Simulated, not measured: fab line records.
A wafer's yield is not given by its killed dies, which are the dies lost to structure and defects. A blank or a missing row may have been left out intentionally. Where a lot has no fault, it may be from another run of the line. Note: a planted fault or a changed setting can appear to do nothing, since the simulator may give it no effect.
Which tool is to blame? || flow berkeley_cmos170 || 15 lots with 45 wafers sampled at 4 steps, on a route of 331 steps

## WHAT THE GAUGES READ, wafer by wafer
UCB170_ACTIVE_THK_MEAS_03.
{"lot": "L638", "measured": "day 4 02:38", "on": "film_metro-04", "ACTIVE_OXIDE_THK (nm)": "26.6 26.2 26.2"}
{"lot": "L639", "measured": "day 4 19:17", "on": "film_metro-02", "ACTIVE_OXIDE_THK (nm)": "26.6 26.0 26.3"}
{"lot": "L640", "measured": "day 5 04:41", "on": "film_metro-02", "ACTIVE_OXIDE_THK (nm)": "26.2 26.3 26.0"}
{"lot": "L641", "measured": "day 5 04:45", "on": "film_metro-02", "ACTIVE_OXIDE_THK (nm)": "26.5 26.7 26.4"}
{"lot": "L642", "measured": "day 5 09:59", "on": "film_metro-02", "ACTIVE_OXIDE_THK (nm)": "26.1 26.1 26.0"}
{"lot": "L645", "measured": "day 6 01:22", "on": "film_metro-02", "ACTIVE_OXIDE_THK (nm)": "26.6 26.3 26.3"}
{"lot": "L644", "measured": "day 6 01:19", "on": "film_metro-02", "ACTIVE_OXIDE_THK (nm)": "26.2 26.3 26.7"}
{"lot": "L646", "measured": "day 6 01:16", "on": "film_metro-02", "ACTIVE_OXIDE_THK (nm)": "26.5 27.0 26.8"}
{"lot": "L648", "measured": "day 6 10:47", "on": "film_metro-02", "ACTIVE_OXIDE_THK (nm)": "26.6 25.9 26.4"}
{"lot": "L656", "measured": "day 8 20:35", "on": "film_metro-02", "ACTIVE_OXIDE_THK (nm)": "26.7 27.2 26.4"}
{"lot": "L657", "measured": "day 8 20:36", "on": "film_metro-04", "ACTIVE_OXIDE_THK (nm)": "26.2 26.2 26.3"}
{"lot": "L658", "measured": "day 8 20:38", "on": "film_metro-03", "ACTIVE_OXIDE_THK (nm)": "26.4 26.9 26.5"}
{"lot": "L659", "measured": "day 8 20:35", "on": "film_metro-03", "ACTIVE_OXIDE_THK (nm)": "26.4 26.2 26.0"}
{"lot": "L660", "measured": "day 10 01:53", "on": "film_metro-03", "ACTIVE_OXIDE_THK (nm)": "26.9 25.9 26.6"}
{"lot": "L661", "measured": "day 9 09:46", "on": "film_metro-03", "ACTIVE_OXIDE_THK (nm)": "25.9 26.4 25.9"}

UCB170_ACTIVE_THK_MEAS_06.
{"lot": "L638", "measured": "day 4 10:19", "on": "film_metro-02", "ACTIVE_NITRIDE_THK (nm)": "221.3 220.5 219.7"}
{"lot": "L639", "measured": "day 5 03:04", "on": "film_metro-02", "ACTIVE_NITRIDE_THK (nm)": "221.0 219.1 221.4"}
{"lot": "L640", "measured": "day 5 13:08", "on": "film_metro-04", "ACTIVE_NITRIDE_THK (nm)": "224.5 222.7 223.3"}
{"lot": "L641", "measured": "day 5 13:08", "on": "film_metro-03", "ACTIVE_NITRIDE_THK (nm)": "224.9 227.0 225.5"}
{"lot": "L642", "measured": "day 5 19:08", "on": "film_metro-03", "ACTIVE_NITRIDE_THK (nm)": "223.6 225.3 222.7"}
{"lot": "L645", "measured": "day 6 09:55", "on": "film_metro-04", "ACTIVE_NITRIDE_THK (nm)": "320.6 319.8 319.7"}
{"lot": "L644", "measured": "day 6 09:55", "on": "film_metro-03", "ACTIVE_NITRIDE_THK (nm)": "318.9 319.3 320.7"}
{"lot": "L646", "measured": "day 6 09:56", "on": "film_metro-02", "ACTIVE_NITRIDE_THK (nm)": "322.7 323.5 323.1"}
{"lot": "L648", "measured": "day 6 17:16", "on": "film_metro-04", "ACTIVE_NITRIDE_THK (nm)": "221.4 219.9 222.0"}
{"lot": "L656", "measured": "day 9 02:35", "on": "film_metro-04", "ACTIVE_NITRIDE_THK (nm)": "219.4 218.2 219.9"}
{"lot": "L657", "measured": "day 9 02:34", "on": "film_metro-03", "ACTIVE_NITRIDE_THK (nm)": "217.4 218.2 217.5"}
{"lot": "L658", "measured": "day 9 02:37", "on": "film_metro-04", "ACTIVE_NITRIDE_THK (nm)": "221.8 222.3 221.8"}
{"lot": "L659", "measured": "day 9 02:35", "on": "film_metro-02", "ACTIVE_NITRIDE_THK (nm)": "225.9 224.4 224.6"}
{"lot": "L660", "measured": "day 10 07:53", "on": "film_metro-03", "ACTIVE_NITRIDE_THK (nm)": "216.7 217.0 219.6"}
{"lot": "L661", "measured": "day 9 15:06", "on": "film_metro-03", "ACTIVE_NITRIDE_THK (nm)": "218.3 218.3 220.0"}

## EACH LOT AND THE TOOL THAT RAN IT (in order: tool; ch and the chambers of the sampled wafers; start)
{"lot": "L638", "UCB170_NWELL_STRIP_15": "plasma_asher-02 ch 0,1, day 2 12:45", "UCB170_ACTIVE_CVD_05": "lpcvd-02 ch 1, day 4 08:24"}
{"lot": "L639", "UCB170_NWELL_STRIP_15": "plasma_asher-03 ch 0,1, day 2 19:39", "UCB170_ACTIVE_CVD_05": "lpcvd-01 ch 0, day 5 01:09"}
{"lot": "L640", "UCB170_NWELL_STRIP_15": "plasma_asher-04 ch 0,1, day 3 02:46", "UCB170_ACTIVE_CVD_05": "lpcvd-02 ch 0, day 5 11:13"}
{"lot": "L641", "UCB170_NWELL_STRIP_15": "plasma_asher-04 ch 0,1, day 3 05:56", "UCB170_ACTIVE_CVD_05": "lpcvd-02 ch 0, day 5 11:13"}
{"lot": "L642", "UCB170_NWELL_STRIP_15": "plasma_asher-02 ch 0,1, day 3 13:56", "UCB170_ACTIVE_CVD_05": "lpcvd-01 ch 1, day 5 17:13"}
{"lot": "L645", "UCB170_NWELL_STRIP_15": "plasma_asher-02 ch 0,1, day 4 01:48", "UCB170_ACTIVE_CVD_05": "lpcvd-01 ch 1, day 6 07:59"}
{"lot": "L644", "UCB170_NWELL_STRIP_15": "plasma_asher-03 ch 0,1, day 4 01:51", "UCB170_ACTIVE_CVD_05": "lpcvd-01 ch 1, day 6 07:59"}
{"lot": "L646", "UCB170_NWELL_STRIP_15": "plasma_asher-02 ch 0,1, day 4 06:30", "UCB170_ACTIVE_CVD_05": "lpcvd-01 ch 0, day 6 07:59"}
{"lot": "L648", "UCB170_NWELL_STRIP_15": "plasma_asher-02 ch 0,1, day 4 15:43", "UCB170_ACTIVE_CVD_05": "lpcvd-02 ch 0, day 6 15:20"}
{"lot": "L656", "UCB170_NWELL_STRIP_15": "plasma_asher-03 ch 0,1, day 6 12:23", "UCB170_ACTIVE_CVD_05": "lpcvd-01 ch 1, day 9 00:38"}
{"lot": "L657", "UCB170_NWELL_STRIP_15": "plasma_asher-02 ch 0,1, day 6 12:36", "UCB170_ACTIVE_CVD_05": "lpcvd-01 ch 0, day 9 00:38"}
{"lot": "L658", "UCB170_NWELL_STRIP_15": "plasma_asher-02 ch 0,1, day 6 17:27", "UCB170_ACTIVE_CVD_05": "lpcvd-01 ch 1, day 9 00:38"}
{"lot": "L659", "UCB170_NWELL_STRIP_15": "plasma_asher-03 ch 0,1, day 6 17:36", "UCB170_ACTIVE_CVD_05": "lpcvd-01 ch 0, day 9 00:38"}
{"lot": "L660", "UCB170_NWELL_STRIP_15": "plasma_asher-02 ch 0,1, day 7 09:19", "UCB170_ACTIVE_CVD_05": "lpcvd-02 ch 1, day 10 05:59"}
{"lot": "L661", "UCB170_NWELL_STRIP_15": "plasma_asher-03 ch 0,1, day 7 09:21", "UCB170_ACTIVE_CVD_05": "lpcvd-02 ch 1, day 9 13:10"}
- UCB170_NWELL_STRIP_15: strips in O2.
- UCB170_ACTIVE_CVD_05: deposits Si3N4 from SiH2Cl2/NH3, target thk 220 nm, time 3300 s.

## WHAT THE TOOLS THEMSELVES READ (means of the sampled wafers that have a number; where no wafer has one, the mark that the record gives instead)
UCB170_NWELL_STRIP_15.
{"lot": "L638", "tool": "plasma_asher-02", "drypump_motor_current_A (A)": 5.30, "oes_product_au (a.u.)": 0.720, "strip_time_to_endpoint_s (s)": 18.06}
{"lot": "L639", "tool": "plasma_asher-03", "drypump_motor_current_A (A)": 5.60, "oes_product_au (a.u.)": 0.721, "strip_time_to_endpoint_s (s)": 17.95}
{"lot": "L640", "tool": "plasma_asher-04", "drypump_motor_current_A (A)": 5.76, "oes_product_au (a.u.)": 0.719, "strip_time_to_endpoint_s (s)": 18.10}
{"lot": "L641", "tool": "plasma_asher-04", "drypump_motor_current_A (A)": 5.78, "oes_product_au (a.u.)": 0.720, "strip_time_to_endpoint_s (s)": 17.95}
{"lot": "L642", "tool": "plasma_asher-02", "drypump_motor_current_A (A)": 5.47, "oes_product_au (a.u.)": 0.722, "strip_time_to_endpoint_s (s)": 18.09}
{"lot": "L645", "tool": "plasma_asher-02", "drypump_motor_current_A (A)": 5.29, "oes_product_au (a.u.)": 0.726, "strip_time_to_endpoint_s (s)": 18.09}
{"lot": "L644", "tool": "plasma_asher-03", "drypump_motor_current_A (A)": 5.63, "oes_product_au (a.u.)": 0.724, "strip_time_to_endpoint_s (s)": 17.93}
{"lot": "L646", "tool": "plasma_asher-02", "drypump_motor_current_A (A)": 5.29, "oes_product_au (a.u.)": 0.724, "strip_time_to_endpoint_s (s)": 18.11}
{"lot": "L648", "tool": "plasma_asher-02", "drypump_motor_current_A (A)": 5.49, "oes_product_au (a.u.)": 0.722, "strip_time_to_endpoint_s (s)": 17.99}
{"lot": "L656", "tool": "plasma_asher-03", "drypump_motor_current_A (A)": 5.61, "oes_product_au (a.u.)": 0.721, "strip_time_to_endpoint_s (s)": 17.99}
{"lot": "L657", "tool": "plasma_asher-02", "drypump_motor_current_A (A)": 5.46, "oes_product_au (a.u.)": 0.717, "strip_time_to_endpoint_s (s)": 18.08}
{"lot": "L658", "tool": "plasma_asher-02", "drypump_motor_current_A (A)": 5.30, "oes_product_au (a.u.)": 0.720, "strip_time_to_endpoint_s (s)": 18.01}
{"lot": "L659", "tool": "plasma_asher-03", "drypump_motor_current_A (A)": 5.58, "oes_product_au (a.u.)": 0.720, "strip_time_to_endpoint_s (s)": 18.04}
{"lot": "L660", "tool": "plasma_asher-02", "drypump_motor_current_A (A)": 5.47, "oes_product_au (a.u.)": 0.719, "strip_time_to_endpoint_s (s)": 18.02}
{"lot": "L661", "tool": "plasma_asher-03", "drypump_motor_current_A (A)": 5.60, "oes_product_au (a.u.)": 0.724, "strip_time_to_endpoint_s (s)": 17.98}

## THE ANSWER, worked out from the rows above alone
Rule: the usual values come from the lots themselves. Put in order of their means at a reading, lots are off if they are a third of the lots or fewer, leave a main group of 4 or more, and stand apart from it by a gap of 3 or more times the standard deviation of the main group's means; of several such gaps the widest counts. A main group is skipped when, at the precision printed for the reading in the tables above, its means are all equal. Also off: a lot with no number at a reading for which 4 or more lots have one. Any other lot the step has rows for is counted as sound. After the gauges, taken in route order, come the tools' own readings; for these a lot's mean is taken, as printed above. The first step at which some lot is off is used, and at that step the reading that is off furthest; a lot without a number counts as furthest.
Off: at UCB170_ACTIVE_THK_MEAS_06 (ACTIVE_NITRIDE_THK), L645, L644, L646. For the main group the mean is 221.3 nm and the standard deviation 2.6.
A tool fits if, at a process step before that reading, it ran every lot that is off, and no sound lot after the first of them. Gauges at UCB170_ACTIVE_THK_MEAS_06: tried the same way as those tools. None of those tried fits.

## WHAT WAS PUT IN BY THE SIMULATOR
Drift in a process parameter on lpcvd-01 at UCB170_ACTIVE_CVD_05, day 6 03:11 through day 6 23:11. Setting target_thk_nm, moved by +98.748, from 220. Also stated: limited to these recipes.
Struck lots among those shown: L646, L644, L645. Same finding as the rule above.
